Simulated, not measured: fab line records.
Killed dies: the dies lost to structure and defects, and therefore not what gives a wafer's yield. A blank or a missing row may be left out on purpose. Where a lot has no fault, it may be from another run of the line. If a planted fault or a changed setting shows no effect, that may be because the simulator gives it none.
A struck lot beside a sound one || flow berkeley_cmos170 || 16 out of 331 route steps
Sound: the wafers L348.1, L348.3, L348.6. Struck: wafer L353.4. (L353.1, L353.2 of the same lot were not struck and are left out.) The cause comes at the end.
Order at every step that has rows: each side's tool, ch and its chambers, its first start. Under that, the readings that differ: sound wafers || struck wafers || difference of the means || sigmas: that difference in standard deviations of wafers without a fault.
alike: readings with means less than 2 such deviations apart, plus words and numbers identical on both sides. not compared: withheld readings, readings lacking a value on some wafer, bounds such as >300 that could conceal the same value, and numbers that have no deviation in the record and whose values overlap.
The two part at a step that has a row with sigmas, a row that says differs or no value, or rows on one side only. Numbers that have no deviation but don't overlap get no sigmas and don't part them. A reading missing from all wafers of one side parts the sides only when that side holds two or more wafers.

first, 5 steps without rows for these wafers: UCB170_M1_COAT_04 (resist thk 900 nm); UCB170_M1_SOFTBAKE_05 (time 60 s); UCB170_M1_EXPOSE_06 (exposes mask METAL1, target cd 700 nm); UCB170_M1_PEB_07; UCB170_M1_DEVELOP_08 (develop time 45 s).
UCB170_M1_CD_MEAS_09: the cd target is 700 nm.
  struck on cd_sem-01, day 10 02:41; sound on cd_sem-01, day 9 05:58
  alike: cd_nm
UCB170_M1_OVL_MEAS_10:
  struck on overlay-02, day 10 02:48; sound on overlay-02, day 9 06:05
  alike: M1_OVL
UCB170_M1_ETCH_11: etches BARC in N2/H2.
  sound on rie_diel-04 ch 1,3, day 9 06:07; struck on rie_diel-04 ch 0, day 10 02:50
{"reading": "oes_product_au (a.u.)", "sound": "1.034 1.047 1.037", "struck": 0.990, "difference": -0.049, "sigmas": -2}
  alike: drypump_motor_current_A, h2_flow_sccm, throttle_valve_pct
UCB170_M1_METAL_ETCH_12: etches Al in Cl2/BCl3, stops on PSG, target depth 780 nm, time 130 s.
  sound on rie_metal-04 ch 0,1, day 9 06:10; struck on rie_metal-04 ch 0, day 10 02:53
{"reading": "drypump_motor_current_A (A)", "sound": "5.9 5.0 5.0", "struck": 5.9, "difference": "+0.6", "sigmas": "+2"}
  alike: oes_product_au, throttle_valve_pct
  not compared: rf_hours_counter_h
UCB170_M1_STRIP_13: strips in O2.
  sound on plasma_asher-02 ch 0,1, day 9 06:17; struck on plasma_asher-03 ch 0, day 10 03:01
  alike: drypump_motor_current_A, oes_product_au
  not compared: rf_hours_counter_h
UCB170_M1_CD_MEAS_90: the cd target is 700 nm.
  struck on cd_sem-01, day 10 03:07; sound on cd_sem-02, day 9 06:23
  alike: cd_nm
then, 1 step without rows for these wafers: UCB170_M1_ANNEAL_14 (time 1200 s).
UCB170_V1_CVD_00: deposits SiO2 from TEOS/O2, target thk 2000 nm, time 250 s.
  sound on pecvd-02 ch 0,2, day 9 11:58; struck on pecvd-01 ch 0, day 10 06:38
{"reading": "heater_power_w (W)", "sound": "390 238 295", "struck": 145, "difference": -163, "sigmas": -2}
{"reading": "run_length_s (s)", "sound": "278.0 276.6 277.8", "struck": 188.7, "difference": -88.8, "sigmas": "-99 or more"}
{"reading": "model.SiO2_of_V1_CVD_00.thk_nm (nm)", "sound": "1960 1987 1975", "struck": 1302, "difference": -672, "sigmas": ""}
UCB170_V1_THK_MEAS_01:
  struck on film_metro-01, day 10 06:47; sound on film_metro-02, day 9 12:07
{"reading": "V1_TEOS_THK (nm)", "sound": "1961 1985 1975", "struck": 1303, "difference": -671, "sigmas": -24}
UCB170_V1_CMP_02: polishes SiO2.
  sound on cmp-02 ch 0,2,3, day 9 12:14; struck on cmp-01 ch 1, day 10 06:51
  alike: motor_current_A
UCB170_M3_PROBE_99:
  record: rows for the struck wafers here (prober-02, day 10 18:30), none for the sound ones

== WHERE THEY PART ==
Earliest at UCB170_M1_ETCH_11; latest, in this record, at UCB170_M3_PROBE_99.

WHY: what had been put in by the simulator
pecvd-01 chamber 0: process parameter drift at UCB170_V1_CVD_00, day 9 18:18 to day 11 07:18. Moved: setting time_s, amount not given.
